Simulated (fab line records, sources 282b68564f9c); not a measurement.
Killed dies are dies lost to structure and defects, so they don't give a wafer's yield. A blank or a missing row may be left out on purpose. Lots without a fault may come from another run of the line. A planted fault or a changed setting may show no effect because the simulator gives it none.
fab line records | flow rit_cmos
record lots=6 wafers=18 last_day=7
route steps=202 shown ACTIVE@1 M1@202
lots that met no fault: from a run of the same line without faults
start_h: hours from the record's first day to the start of the lot's first wafer shown | wait_h: hours since the lot's step before | " the same as in the row above | L1.1+2: a row that stands for several wafers | - no value, or no start given | * or withheld: withheld | < > ~ a bound
route shown NAME@n: a module of which the file shows steps, and the number in the route of the first | usual: mean/standard deviation of fault-free wafers | same: alike in all rows | chamber/n: place in a boat | sites: the reading at each site | _std_site: their standard deviation | _edge_site: outer sites' mean less inner sites' | radius_mm: how far each site lies from the wafer's centre | mask NAME#n: copy n | behind: the tool/chamber that last shaped the wafer | hold: why the lot was held/for how many hours/how that ended | device: the transistor (n, p or np) that didn't switch | end of line: the same wafers' tests at the end of the route | a step without rows: its recipe alone | killed: dies lost to structure and defects at the first sort, not the wafer's yield | map: a wafer's dies, x killed, . not, _ none there
set.NAME: the setting as run; set.NAME@STEP: as run at that earlier step | model.NAME: the simulator's own value behind a step, which no gauge read
lots at some steps of the route; a table a step, a row a wafer
services: from which hour (start_h, from the record's first day; less than 0 if before it) a tool's chamber was out of use, for how many hours, and why
## steps
# step RIT_ACTIVE_BOW_MEAS_00
# recipe mode=bow
# usual INCOMING_BOW=1/6.4
# columns lot.wafer tool chamber start_h wait_h INCOMING_BOW[um]
L420.1 film_metro-03 - 15.00 - 3
L420.4 " - " " 15
L420.6 " - " " 1
L421.2 film_metro-03 - 20.02 - -7
L421.5 " - " " 6
L421.6 " - " " -2
L427.1 film_metro-04 - 50.00 - 0
L427.4 " - " " 11
L427.6 " - " " 10
L430.3 film_metro-03 - 65.04 - 5
L430.4 " - " " -6
L430.5 " - " " 5
L435.2 film_metro-02 - 90.02 - -2
L435.3 " - " " 1
L435.4 " - " " -7
L439.1 film_metro-04 - 110.00 - -2
L439.2 " - " " 4
L439.3 " - " " -7
# step RIT_ACTIVE_OXIDATION_01
# recipe temp_c=1000 ambient=O2 target_thk_a=468 ox_time_s=3360
# step RIT_ACTIVE_THK_MEAS_02
# recipe reads=SiO2_of_ACTIVE_OXIDATION_01
# usual ACTIVE_OXIDE_THK=46.8/0.74
# columns lot.wafer tool chamber start_h wait_h ACTIVE_OXIDE_THK[nm]
L420.1 film_metro-02 - 17.05 0.0 45.8
L420.4 " - " " 45.5
L420.6 " - " " 45.8
L421.2 film_metro-02 - 22.06 0.0 47.1
L421.5 " - " " 47.0
L421.6 " - " " 47.5
L427.1 film_metro-04 - 52.05 0.0 47.2
L427.4 " - " " 47.4
L427.6 " - " " 47.7
L430.3 film_metro-04 - 67.07 0.0 46.8
L430.4 " - " " 46.8
L430.5 " - " " 46.6
L435.2 film_metro-04 - 92.27 0.0 47.0
L435.3 " - " " 47.2
L435.4 " - " " 46.5
L439.1 film_metro-03 - 112.05 0.0 46.2
L439.2 " - " " 46.3
L439.3 " - " " 46.2
# step RIT_ACTIVE_CVD_03
# recipe material=Si3N4 target_thk_nm=150 temp_c=810 precursor=SiH2Cl2/NH3 time_s=1500 pressure_mtorr=300 sih2cl2_flow_sccm=60.78 nh3_flow_sccm=150
# step RIT_ACTIVE_THK_MEAS_04
# recipe reads=Si3N4_of_ACTIVE_CVD_03
# usual ACTIVE_NITRIDE_THK=150.4/1.9
# columns lot.wafer tool chamber start_h wait_h ACTIVE_NITRIDE_THK[nm]
L420.1 film_metro-03 - 21.30 0.0 151.4
L420.4 " - " " 152.5
L420.6 " - " " 151.6
L421.2 film_metro-03 - 24.32 0.0 149.3
L421.5 " - " " 149.1
L421.6 " - " " 149.2
L427.1 film_metro-02 - 53.53 0.0 151.9
L427.4 " - " " 151.3
L427.6 " - " " 150.8
L430.3 film_metro-02 - 68.55 0.0 151.1
L430.4 " - " " 150.4
L430.5 " - " " 151.2
L435.2 film_metro-04 - 93.75 0.0 151.7
L435.3 " - " " 151.6
L435.4 " - " " 150.6
L439.1 film_metro-02 - 113.53 0.0 152.1
L439.2 " - " " 151.6
L439.3 " - " " 151.7
# step RIT_ACTIVE_HMDS_05
# recipe prime_time_s=60 prime_temp_c=140
# step RIT_ACTIVE_COAT_06
# recipe resist=NOVOLAK spin_rpm=3250 resist_thk_nm=1000
# columns lot.wafer tool chamber start_h wait_h model.NOVOLAK_of_ACTIVE_COAT_06.thk_nm
L420.1 litho_track-04 0 21.51 0.1 996.7
L420.4 " 0 " " 996.8
L420.6 " 0 " " 994.5
L421.2 litho_track-01 0 24.55 0.1 1004
L421.5 " 0 " " 1005
L421.6 " 0 " " 1002
L427.1 litho_track-01 0 53.74 0.1 1058
L427.4 " 0 " " 1061
L427.6 " 0 " " 1060
L430.3+5 litho_track-01 0 68.79 0.1 1059
L430.4 " 0 " " 1056
L435.2 litho_track-03 0 93.97 0.1 998.3
L435.3 " 0 " " 1000
L435.4 " 0 " " 999.8
L439.1 litho_track-04 0 113.75 0.1 996.4
L439.2 " 0 " " 996.2
L439.3 " 0 " " 996.3
# step RIT_ACTIVE_SOFTBAKE_07
# recipe resist=NOVOLAK temp_c=90 time_s=60
# step RIT_ACTIVE_EXPOSE_08
# recipe mask_id=M1 na=0.6 source_shape=conventional sigma_outer=0.6 target_cd_nm=1400 dose_mj=225
# step RIT_ACTIVE_PEB_09
# recipe resist=NOVOLAK temp_c=withheld time_s=withheld
# step RIT_ACTIVE_DEVELOP_10
# recipe resist=NOVOLAK develop_time_s=50 dev_temp_c=23
# step RIT_ACTIVE_CD_MEAS_11
# recipe target_cd_nm=1400
# usual cd_nm=1400.2/2.4
# columns lot.wafer tool chamber start_h wait_h hold cd_nm
L420.1 cd_sem-01 - 22.34 - - 1395.8
L420.4 " - " " - 1394.3
L420.6 " - " " - 1396.3
L421.2 cd_sem-01 - 25.37 - - 1398.4
L421.5 " - " " - 1402.0
L421.6 " - " " - 1402.3
L427.1 cd_sem-02 - 54.56 - - 1407.3
L427.4 " - " " - 1407.5
L427.6 " - " " - 1409.9
L430.3 cd_sem-02 - 69.48 - await_dispo/0.2h/release 1409.5
L430.4 " - " " await_dispo/0.2h/release 1409.4
L430.5 " - " " await_dispo/0.2h/release 1410.6
L430.3 cd_sem-02 - 69.77 0.3 - 1409.6
L430.4 " - " " - 1409.8
L430.5 " - " " - 1410.9
L435.2 cd_sem-01 - 94.67 - - 1400.2
L435.3 " - " " - 1403.0
L435.4 " - " " - 1401.4
L439.1 cd_sem-02 - 114.57 - - 1402.4
L439.2 " - " " - 1401.5
L439.3 " - " " - 1402.9
# step RIT_ACTIVE_ETCH_13
# recipe stop_on=SiO2 chemistry=SF6 target=Si3N4 time_s=210 over_etch_frac=0.4314 SF6_flow_sccm=200 pressure_mtorr=260 rf_w=125 target_depth_a=2100
# usual SF6_flow_sccm=200.0/0.61 drypump_motor_current_A=5.7/0.4 oes_product_au=0.813/0.011 throttle_valve_pct=7.51/0.069
# same time_s=210
# columns lot.wafer tool chamber start_h wait_h SF6_flow_sccm drypump_motor_current_A oes_product_au rf_hours_counter_h throttle_valve_pct model.NOVOLAK_of_ACTIVE_COAT_06.thk_nm
L420.1 rie_diel-03 1 22.61 0.1 199.8 5.6 0.818 72 7.49 646.4
L420.4 " 0 " " 200.6 5.8 0.822 22 7.58 647.1
L420.6 " 1 " " 200.2 5.6 0.823 - 7.46 642.4
L421.2 rie_diel-01 2 25.62 0.1 200.0 6.1 0.821 144 7.43 655.3
L421.5 " 1 " " 200.3 5.3 0.803 - 7.50 656.8
L421.6 " 0 " " 199.9 6.1 0.815 - 7.43 649.3
L427.1 rie_diel-01 3 54.83 0.1 200.4 5.7 0.812 164 7.54 694.9
L427.4 " 1 " " 198.9 5.4 0.797 108 7.51 699.7
L427.6 " 2 " " 199.7 6.1 0.814 - 7.42 700.6
L430.3 rie_diel-03 2 75.21 0.1 200.0 5.2 0.804 3 7.63 697.9
L430.4 " 1 " " 199.8 5.6 0.810 73 7.47 697.1
L430.5 " 1 " " 200.4 5.6 0.823 - 7.47 699.9
L435.2 rie_diel-02 1 94.92 0.1 199.1 6.4 0.807 75 7.45 650.2
L435.3 " 2 " " 200.3 5.6 0.829 5 7.57 655.9
L435.4 " 3 " " 200.8 5.8 0.837 61 7.49 651.8
L439.1 rie_diel-02 0 114.84 0.1 199.6 5.0 0.802 25 7.62 651
L439.2 " 3 " " 200.2 5.8 0.825 61 7.49 648.1
L439.3 " 2 " " 200.0 5.6 0.818 5 7.59 652.5
# step RIT_ACTIVE_STRIP_14
# recipe chemistry=O2 time_s=180 resist=NOVOLAK platen_temp_c=withheld power_w=500 pressure_mtorr=4000 o2_flow_sccm=4000
# usual drypump_motor_current_A=5.6/0.37
# same time_s=180
# columns lot.wafer tool chamber start_h wait_h drypump_motor_current_A rf_hours_counter_h
L420.1 plasma_asher-04 1 22.74 0.1 4.9 38
L420.4 " 0 " " 5.7 -
L420.6 " 1 " " 4.9 -
L421.2 plasma_asher-03 0 25.75 0.1 6.1 37
L421.5 " 0 " " 6.1 -
L421.6 " 1 " " 5.5 -
L427.1 plasma_asher-02 0 54.97 0.1 5.9 28
L427.4 " 1 " " 5.8 -
L427.6 " 1 " " 5.8 -
L430.3 plasma_asher-04 1 75.41 0.1 4.9 -
L430.4 " 0 " " 5.7 -
L430.5 " 0 " " 5.7 -
L435.2 plasma_asher-04 0 95.05 0.1 5.7 45
L435.3 " 0 " " 5.7 -
L435.4 " 1 " " 4.9 -
L439.1 plasma_asher-04 1 114.98 0.1 4.9 47
L439.2 " 0 " " 5.7 47
L439.3 " 1 " " 4.9 -
# step RIT_M1_PROBE_99
# usual killed_at_M0_to_M3=0.0/0.18 killed_at_front_end=6.6/3 killed_dies=7/3 killed_open=3.3/2 killed_short=3.4/2
# same gross_dies=264 killed_at_M4_up=0 killed_at_back_side=0 killed_at_contacts=0 killed_at_other=0
# columns lot.wafer tool chamber start_h wait_h killed_at_M0_to_M3 killed_at_front_end killed_dies killed_open killed_short
L420.1 prober-01 - 64.18 0.1 0 7 7 1 6
L420.4 prober-01 - 64.33 0.2 0 6 6 4 2
L420.6 prober-01 - 64.43 0.2 0 7 7 4 3
L427.1 prober-01 - 96.60 0.1 0 6 6 4 2
L427.4 prober-01 - 96.75 0.2 1 7 8 5 3
L427.6 prober-01 - 96.85 0.2 0 5 5 3 2
L430.3 prober-02 - 128.20 0.2 0 7 7 0 7
L430.4 prober-02 - 128.25 0.2 0 8 8 3 5
L430.5 prober-02 - 128.30 0.2 0 9 9 3 6
L435.2 prober-02 - 137.66 0.1 0 13 13 6 7
L435.3 prober-02 - 137.71 0.2 0 5 5 2 3
L435.4 prober-02 - 137.76 0.2 0 7 7 4 3
# killed by level:class
L420.1 SPACER:geometric_particle:short=2 FOX1:geometric_particle:short=1 FOX2:geometric_particle:open=1 GATE:geometric_particle:short=1 REOX:geometric_particle:short=1 SILICIDE:geometric_particle:short=1
L420.4 GATE:geometric_particle:open=2 REOX:geometric_particle:open=2 SPACER:geometric_particle:short=1 SILICIDE:geometric_particle:short=1
L420.6 FOX1:geometric_particle:open=1 GATE:geometric_particle:open=1 GATE:geometric_particle:short=1 REOX:geometric_particle:open=1 REOX:geometric_particle:short=1 SPACER:geometric_particle:open=1 SILICIDE:geometric_particle:short=1
L427.1 GATE:geometric_particle:short=2 SILICIDE:geometric_particle:open=2 GATE:geometric_particle:open=1 REOX:geometric_particle:open=1
L427.4 GATE:geometric_particle:open=3 FOX1:geometric_particle:open=2 FOX1:geometric_particle:short=1 SPACER:geometric_particle:short=1 M1:geometric_particle:short=1
L427.6 FOX1:geometric_particle:short=1 FOX1:geometric_particle:open=1 GATE:geometric_particle:open=1 REOX:geometric_particle:short=1 SPACER:geometric_particle:open=1
L430.3 GATE:geometric_particle:short=4 FOX1:geometric_particle:short=2 SPACER:geometric_particle:short=1
L430.4 FOX1:geometric_particle:open=2 FOX2:geometric_particle:short=2 GATE:geometric_particle:short=1 REOX:geometric_particle:short=1 SPACER:geometric_particle:short=1 SILICIDE:geometric_particle:open=1
L430.5 FOX1:geometric_particle:short=2 FOX2:geometric_particle:short=2 ACTIVE:geometric_particle:open=1 FOX2:geometric_particle:open=1 GATE:geometric_particle:open=1 GATE:geometric_particle:short=1 SPACER:geometric_particle:short=1
L435.2 GATE:geometric_particle:open=3 FOX1:geometric_particle:short=2 GATE:geometric_particle:short=2 SPACER:geometric_particle:open=2 SPACER:geometric_particle:short=2 SILICIDE:geometric_particle:short=1 SILICIDE:geometric_particle:open=1
L435.3 GATE:geometric_particle:short=3 GATE:geometric_particle:open=1 SILICIDE:geometric_particle:open=1
L435.4 GATE:geometric_particle:open=2 GATE:geometric_particle:short=2 FOX1:geometric_particle:open=1 SPACER:geometric_particle:short=1 SPACER:geometric_particle:open=1
## services
# columns tool chamber start_h hours kind
rie_diel-02 1 43.09 5.8 repair
rie_diel-01 3 99.00 7.7 repair
rie_diel-01 3 106.66 - clean
rie_diel-01 3 106.66 23.5 scheduled_down
rie_diel-01 3 106.66 23.5 vent_cycle
## key
first_sign step=RIT_ACTIVE_CD_MEAS_11 reading=visit direction=added
effect step=RIT_ACTIVE_CD_MEAS_11 reading=cd_nm direction=up sigmas=3.6 usual=1400.2 struck=1409.0
model_effect step=RIT_ACTIVE_COAT_06 value=NOVOLAK_of_ACTIVE_COAT_06.thk_nm without=998.7 struck=1059
model_effect step=RIT_ACTIVE_ETCH_13 value=NOVOLAK_of_ACTIVE_COAT_06.thk_nm without=645.7 struck=698.4
met_at RIT_ACTIVE_COAT_06
struck_wafers L427.1,L427.4,L427.6,L430.3,L430.4,L430.5
tester_left_out L427,L430
onset_between 24.55 53.74
fault kind=process_parameter_drift tool=litho_track-01 chamber=- onset_h=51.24 steps=RIT_ACTIVE_COAT_06 channel=resist_thk_nm offset=60.257 shape=step end_h=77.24 acts_in=these_recipes_only stated=1000
# tester_left_out: of these lots the tester's yield and bins aren't shown, on N5 and GAA mostly nor the transistor test; their killed dies are dies lost to structure and defects alone, not to doping, threshold or leakage, so they don't give the yield
